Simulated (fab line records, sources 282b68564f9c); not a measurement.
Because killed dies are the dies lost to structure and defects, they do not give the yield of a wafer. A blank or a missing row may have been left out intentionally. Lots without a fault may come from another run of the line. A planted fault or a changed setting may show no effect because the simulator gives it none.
What tool caused it? | flow rit cmos | Sampling: 14 lots, 42 wafers, 2 of 202 route steps

== WHAT EACH GAUGE READ, for each wafer ==
No reading from a measuring or inspecting step in the record can be judged against a usual standard deviation.

== WHICH TOOL RAN EACH LOT (tool, then ch and the chambers of the sampled wafers, then the start) ==
lot  | RIT_NRETRO_IMPLANT_08          | RIT_M1_PROBE_99
L710 | implanter-02 ch 0, day 2 06:44 | -
L714 | implanter-03 ch 0, day 3 05:41 | -
L715 | implanter-02 ch 0, day 3 09:01 | -
L717 | implanter-02 ch 0, day 3 19:11 | prober-02, day 5 01:04
L718 | implanter-03 ch 0, day 3 21:42 | -
L719 | implanter-04 ch 0, day 4 05:57 | -
L726 | implanter-03 ch 0, day 5 23:16 | prober-02, day 7 13:25
L727 | implanter-03 ch 0, day 6 02:39 | prober-01, day 7 11:08
L728 | implanter-04 ch 0, day 6 07:43 | -
L730 | implanter-02 ch 0, day 6 15:52 | prober-01, day 8 06:36
L729 | implanter-04 ch 0, day 6 16:35 | prober-02, day 8 05:03
L731 | implanter-02 ch 0, day 7 00:10 | -
L733 | implanter-02 ch 0, day 7 10:04 | -
L732 | implanter-04 ch 0, day 7 10:17 | prober-02, day 9 00:30
- RIT_NRETRO_IMPLANT_08
- RIT_M1_PROBE_99

== AS READ BY THE TOOLS THEMSELVES (means over the sampled wafers that have a number; for cases with no such wafer, the mark the record gives instead) ==
RIT_NRETRO_IMPLANT_08. Usual: beam energy keV reads 69.999 (standard deviation 0.025).
lot  | tool         | beam energy keV | flag
L710 | implanter-02 | 70.019          |
L714 | implanter-03 | 70.013          |
L715 | implanter-02 | 69.991          |
L717 | implanter-02 | 70.014          |
L718 | implanter-03 | 70.001          |
L719 | implanter-04 | 69.981          |
L726 | implanter-03 | 70.919          | OFF
L727 | implanter-03 | 70.923          | OFF
L728 | implanter-04 | 69.987          |
L730 | implanter-02 | 69.971          |
L729 | implanter-04 | 70.022          |
L731 | implanter-02 | 70.001          |
L733 | implanter-02 | 70.010          |
L732 | implanter-04 | 70.012          |

RIT_M1_PROBE_99. Usual: killed_at_M0_to_M3 is 0.0 with standard deviation 0.083, killed at contacts is 0.1 with standard deviation 0.27, killed at front end is 7 with standard deviation 3.1, killed dies is 7 with standard deviation 3.2, killed on rim is 1.8 with standard deviation 1.4, killed open is 3.8 with standard deviation 2.1, and killed short is 3.6 with standard deviation 2.
lot  | tool      | killed_at_M0_to_M3 | killed at contacts | killed at front end | killed dies | killed on rim | killed open | killed short | flag
L717 | prober-02 | 0.0                | 0.0                | 7                   | 7           | 1.7           | 4.0         | 3.0          |
L726 | prober-02 | 0.0                | 0.3                | 6                   | 6           | 1.3           | 2.3         | 3.7          |
L727 | prober-01 | 0.0                | 0.0                | 9                   | 9           | 3.0           | 4.0         | 5.0          |
L730 | prober-01 | 0.0                | 0.0                | 12                  | 12          | 3.3           | 5.7         | 6.7          |
L729 | prober-02 | 0.0                | 0.0                | 8                   | 8           | 1.7           | 4.3         | 3.3          |
L732 | prober-02 | 0.0                | 0.0                | 7                   | 7           | 1.0           | 4.7         | 2.0          |

== THE ANSWER, worked out from the rows above alone ==
Rule: a lot counts as off when the mean over its wafers that have a number is more than 3 standard deviations away from the usual mean. Also off: a lot with no number at a reading for which 4 or more lots have one. Where the step has rows for the other lots, those lots are counted as sound. The gauges are gone through in route order, then the tools' own readings, and for those a lot's mean is taken as printed above. The first step at which some lot is off is used, and at that step the reading that is off furthest; a lot without a number counts as furthest.
Off at RIT_NRETRO_IMPLANT_08 (beam energy keV): L726, L727.
If a tool, at that step or one of the process steps before it, ran each lot that is off and ran no sound lot following the first of them, it fits. One fits: implanter-03 at RIT_NRETRO_IMPLANT_08. A fault onset in the window from L718 (day 3 21:42, its last sound lot) to L726 (day 5 23:16, its first lot off) fits.
The tool's own readings at RIT_NRETRO_IMPLANT_08 bear it out: on the lots that are off they differ by more than 5 times the standard deviation of the sound lots' means. beam energy keV reads 70.921 there against 70.002 on the sound lots.

== WHAT THE SIMULATOR HAD PUT IN ==
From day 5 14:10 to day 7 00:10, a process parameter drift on implanter-03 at RIT_NRETRO_IMPLANT_08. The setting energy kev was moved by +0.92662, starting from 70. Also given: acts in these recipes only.
Shown lots that were struck: L726, L727. Same finding as the rule above.
